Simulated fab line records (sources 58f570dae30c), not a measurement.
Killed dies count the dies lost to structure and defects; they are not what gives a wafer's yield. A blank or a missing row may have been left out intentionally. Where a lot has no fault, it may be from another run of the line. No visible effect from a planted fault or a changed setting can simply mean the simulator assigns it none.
A lot that was struck, set against a sound lot	flow berkeley_cmos170	15 out of 331 route steps
Sound: these wafers, L999.1, L999.3, L999.6. Wafers L105.1, L105.3, L105.5 were the ones struck. The cause is named last.
At each step with rows: each side's tool, then ch and its chambers, then its first start. Under that, the readings that differ: sound wafers	struck wafers	difference of the means	sigmas: that difference in standard deviations of wafers without a fault.
alike: readings whose means differ by less than 2 such deviations, and words and numbers that are the same on both sides. not compared: withheld readings, readings that some wafer has no value for, bounds like >300 that may hide the same value, and numbers for which the record gives no deviation and whose values overlap.
Wherever a step has rows on one side only, a row that says differs or no value, or a row with sigmas, the two part there. Numbers that have no deviation but don't overlap get no sigmas and don't part them. A reading missing from all wafers of one side parts the sides only when that side holds two or more wafers.

first, 4 steps without rows for these wafers: UCB170_NSD_SOFTBAKE_02 (time 60 s); UCB170_NSD_EXPOSE_03 (exposes mask NSELECT MOD, target cd 1200 nm); UCB170_NSD_PEB_04; UCB170_NSD_DEVELOP_05 (develop time 45 s).
UCB170_NSD_CD_MEAS_06: the cd target is 1200 nm.
  sound: cd_sem-01 at day 6 21:53; struck: cd_sem-02 at day 8 15:08
  alike: cd_nm
UCB170_NSD_OVL_MEAS_07:
  sound: overlay-02 at day 6 22:00; struck: overlay-01 at day 8 15:16
  alike: NSD_OVL
after that, 1 step had no rows for these wafers: UCB170_NSD_IMPLANT_08.
UCB170_NSD_STRIP_09: strips in O2.
  sound on plasma_asher-03 ch 0,1, day 6 22:11; struck on plasma_asher-02 ch 0,1, day 8 15:27
  alike: chamber_pressure_mTorr, drypump_motor_current_A, o2_flow_sccm, oes_product_au, strip_time_to_endpoint_s
  not compared: rf_hours_counter_h
UCB170_NSD_TW_MEAS_10:
  sound: film_metro-02 at day 6 22:17; struck: film_metro-03 at day 8 15:33
  alike: NSD_TW
then, 3 steps without rows for these wafers: UCB170_NSD_CLEAN_11 (cleans in SPM, time 600 s); UCB170_BACKSIDE_HMDS_00 (prime time 60 s); UCB170_BACKSIDE_COAT_01 (resist thk 900 nm).
UCB170_BACKSIDE_SOFTBAKE_02: time 60 s.
  sound on litho_track-01 ch 0, day 6 22:50; struck on litho_track-03 ch 0, day 8 16:05
reading	sound	struck	difference	sigmas
run_length_s (s)	89.4 89.6 89.5	99.5 99.6 99.6	+10.1	+32
UCB170_BACKSIDE_STRIP_03: strips in O2.
  sound on plasma_asher-02 ch 1, day 6 22:59; struck on plasma_asher-03 ch 0,1, day 8 16:14
reading	sound	struck	difference	sigmas
drypump_motor_current_A (A)	4.7 4.7 4.7	6.2 6.2 6.1	+1.5	+2
  alike: chamber_pressure_mTorr, o2_flow_sccm, oes_product_au, strip_time_to_endpoint_s
  not compared: rf_hours_counter_h
UCB170_M3_PROBE_99:
  the record holds rows for the sound wafers here (prober-02, day 8 00:49) but none for the struck ones

WHERE THEY PART
Last at UCB170_M3_PROBE_99 as far as this record goes, first at UCB170_BACKSIDE_SOFTBAKE_02.

WHY: whatever the simulator had introduced
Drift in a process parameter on litho_track-03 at UCB170_BACKSIDE_SOFTBAKE_02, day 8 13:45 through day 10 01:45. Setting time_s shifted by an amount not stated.
